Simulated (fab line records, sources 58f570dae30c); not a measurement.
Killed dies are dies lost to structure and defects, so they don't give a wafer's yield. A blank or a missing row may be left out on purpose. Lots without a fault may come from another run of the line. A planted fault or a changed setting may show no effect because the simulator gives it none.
Chamber matching | flow berkeley_cmos170 | UCB170_M2_ETCH_17 on rie_diel-04: 4 sister chambers
The step etches BARC in N2/H2. 4 wafers are shown with their chamber, then 7 later ones without.

WAFERS WITH THEIR CHAMBER
wafer  | chamber | throttle_valve_pct (%)
L582.3 | 3       | 12.88
L584.6 | 0       | 13.52
L592.1 | 1       | 13.07
L592.3 | 2       | 13.25

WAFERS WITHOUT THEIR CHAMBER
wafer  | throttle_valve_pct (%)
L592.5 | 13.08
L589.1 | 13.26
L589.4 | 13.53
L589.5 | 12.87
L599.2 | 13.26
L599.3 | 13.08
L599.5 | 13.07

WHICH CHAMBER EACH WENT THROUGH
wafer  | from the rows above | in truth
L592.5 | 1                   | 1
L589.1 | 2                   | 2
L589.4 | 0                   | 0
L589.5 | 3                   | 3
L599.2 | 2                   | 2
L599.3 | 1                   | 1
L599.5 | 1                   | 1
Placed correctly: 7 of 7. Can't be placed from these rows: 0. Placed wrongly: 0.
How it was worked out, from the rows above alone: a wafer's distance from a chamber is the root of the sum, over the readings, of the square of ((its reading less the chamber's mean) divided by the reading's scatter). The wafer belongs to the nearest chamber; if the next one is less than 2 further off, it can't be placed. A chamber's mean is the mean of its shown wafers. The scatter: with one shown wafer a chamber, the root of the mean of the squares of how far each hidden wafer lies from its nearest shown one.
